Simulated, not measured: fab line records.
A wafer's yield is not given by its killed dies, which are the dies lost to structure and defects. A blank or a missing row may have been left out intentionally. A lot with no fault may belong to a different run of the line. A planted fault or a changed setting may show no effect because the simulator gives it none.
Which tool did it? ; flow berkeley-cmos170 ; 13 lots with 39 wafers sampled at 3 steps, on a route of 331 steps

== WHAT THE GAUGES READ, wafer by wafer ==
UCB170_M2_CD_MEAS_90 targets a cd of 700 nm. Usual: cd-nm 697.8 nm, standard deviation 2.7.
lot;measured;on;cd-nm (nm);flag
L629;day 7 13:16;cd-sem-01;700.6 700.4 700.6;
L632;day 8 01:32;cd-sem-01;700.7 703.1 700.1;
L631;day 8 02:35;cd-sem-01;696.2 698.2 696.0;
L633;day 8 07:41;cd-sem-02;695.9 696.8 697.5;
L634;day 8 11:12;cd-sem-01;697.5 696.8 698.2;
L635;day 8 11:51;cd-sem-01;698.3 695.3 698.5;
L636;day 8 12:18;cd-sem-01;698.5 697.9 699.3;
L630;day 8 19:55;cd-sem-02;696.1 695.5 696.5;
L638;day 9 06:17;cd-sem-02;692.8 692.8 695.0;
L637;day 9 06:19;cd-sem-01;698.3 698.7 695.9;
L640;day 9 13:35;cd-sem-02;699.5 699.2 699.8;
L639;day 9 20:04;cd-sem-02;696.2 697.1 696.1;
L649;day 11 06:44;cd-sem-02;697.5 715.3 699.1;

== WHAT TOOL EACH LOT RAN ON (gives the tool, then ch and the chambers of the sampled wafers, and finally the start) ==
lot;UCB170_M2_METAL_ETCH_18;UCB170_M2_STRIP_19
L629;rie-metal-03 ch 0,1, day 7 13:00;plasma-asher-03 ch 0,1, day 7 13:10
L632;rie-metal-03 ch 0,1, day 8 01:14;plasma-asher-03 ch 0,1, day 8 01:26
L631;rie-metal-04 ch 0,1, day 8 02:14;plasma-asher-01 ch 0,1, day 8 02:29
L633;rie-metal-03 ch 0,1, day 8 07:22;plasma-asher-01 ch 0,1, day 8 07:34
L634;rie-metal-03 ch 0,1, day 8 10:55;plasma-asher-03 ch 0,1, day 8 11:06
L635;rie-metal-04 ch 0,1, day 8 11:32;plasma-asher-03 ch 0,1, day 8 11:44
L636;rie-metal-01 ch 0,1, day 8 12:00;plasma-asher-03 ch 0,1, day 8 12:11
L630;rie-metal-03 ch 0,1, day 8 19:37;plasma-asher-03 ch 1, day 8 19:48
L638;rie-metal-04 ch 0,1, day 9 05:59;plasma-asher-03 ch 0,1, day 9 06:10
L637;rie-metal-03 ch 0,1, day 9 06:02;plasma-asher-02 ch 0,1, day 9 06:13
L640;rie-metal-01 ch 0,1, day 9 13:18;plasma-asher-02 ch 0,1, day 9 13:29
L639;rie-metal-04 ch 0,1, day 9 19:48;plasma-asher-03 ch 0,1, day 9 19:58
L649;rie-metal-03 ch 0,1, day 11 06:27;plasma-asher-02 ch 0,1, day 11 06:38
- UCB170_M2_METAL_ETCH_18: etches Al in Cl2/BCl3, stops on SiO2, target depth 1170 nm, time 201.3 s.
- UCB170_M2_STRIP_19: strips in O2.

== AS READ BY THE TOOLS THEMSELVES (means over the sampled wafers that have a number; for cases with no such wafer, the mark the record gives instead) ==
UCB170_M2_METAL_ETCH_18. Usual: bias-w 119.86 W, standard deviation 0.26; chamber-pressure-mTorr 12.000 mTorr, standard deviation 0.012; drypump-motor-current-A 5.8 A, standard deviation 0.48; oes-product-au 0.849 a.u., standard deviation 0.012; throttle-valve-pct 24.40 %, standard deviation 0.22.
lot;tool;bias-w (W);chamber-pressure-mTorr (mTorr);drypump-motor-current-A (A);oes-product-au (a.u.);throttle-valve-pct (%);flag
L629;rie-metal-03;-;12.002;5.6;0.846;24.14;
L632;rie-metal-03;-;12.000;5.9;0.849;24.21;
L631;rie-metal-04;119.83;12.010;6.0;0.855;24.49;
L633;rie-metal-03;-;11.982;5.6;0.849;24.13;
L634;rie-metal-03;-;12.000;5.6;0.857;24.12;
L635;rie-metal-04;119.89;11.999;6.0;0.857;24.50;
L636;rie-metal-01;-;12.008;6.1;0.846;24.52;
L630;rie-metal-03;-;12.006;5.5;0.855;24.12;
L638;rie-metal-04;-;12.009;5.6;0.852;24.55;
L637;rie-metal-03;-;12.011;5.6;0.862;24.12;
L640;rie-metal-01;-;11.991;6.3;0.846;24.60;
L639;rie-metal-04;-;11.993;5.7;0.855;24.56;
L649;rie-metal-03;-;12.003;5.5;0.829;24.14;

UCB170_M2_STRIP_19. Usual: chamber-pressure-mTorr 3500 mTorr, standard deviation 3.2; drypump-motor-current-A 5.64 A, standard deviation 0.24; oes-product-au 0.517 a.u., standard deviation 0.013.
lot;tool;chamber-pressure-mTorr (mTorr);drypump-motor-current-A (A);oes-product-au (a.u.);flag
L629;plasma-asher-03;3501;5.73;0.522;
L632;plasma-asher-03;3502;5.72;0.527;
L631;plasma-asher-01;3500;5.40;0.483;
L633;plasma-asher-01;3499;5.40;0.520;
L634;plasma-asher-03;3498;5.66;0.518;
L635;plasma-asher-03;3501;5.63;0.497;
L636;plasma-asher-03;3503;5.65;0.517;
L630;plasma-asher-03;3499;5.57;0.524;
L638;plasma-asher-03;3501;5.72;0.507;
L637;plasma-asher-02;3498;5.81;0.527;
L640;plasma-asher-02;3497;5.80;0.525;
L639;plasma-asher-03;3500;5.73;0.500;
L649;plasma-asher-02;3498;5.82;0.595;OFF

== THE ANSWER, worked out from the rows above alone ==
Rule: a lot is off if the mean of its wafers that have a number lies more than 3 standard deviations from the usual mean. Also off: a lot with no number at a reading for which 4 or more lots have one. Where the step has rows for the other lots, those lots are counted as sound. The gauges are gone through in route order, then the tools' own readings, and for those a lot's mean is taken as printed above. The first step at which some lot is off is used, and at that step the reading that is off furthest; a lot without a number counts as furthest.
Off: L649 (UCB170_M2_STRIP_19, oes-product-au).
A tool fits if, at that step or a process step before it, it ran every lot that is off, and no sound lot after the first of them. Undecided on this evidence; 2 tools fit (rie-metal-03 at UCB170_M2_METAL_ETCH_18, plasma-asher-02 at UCB170_M2_STRIP_19).

== WHAT THE SIMULATOR PUT IN ==
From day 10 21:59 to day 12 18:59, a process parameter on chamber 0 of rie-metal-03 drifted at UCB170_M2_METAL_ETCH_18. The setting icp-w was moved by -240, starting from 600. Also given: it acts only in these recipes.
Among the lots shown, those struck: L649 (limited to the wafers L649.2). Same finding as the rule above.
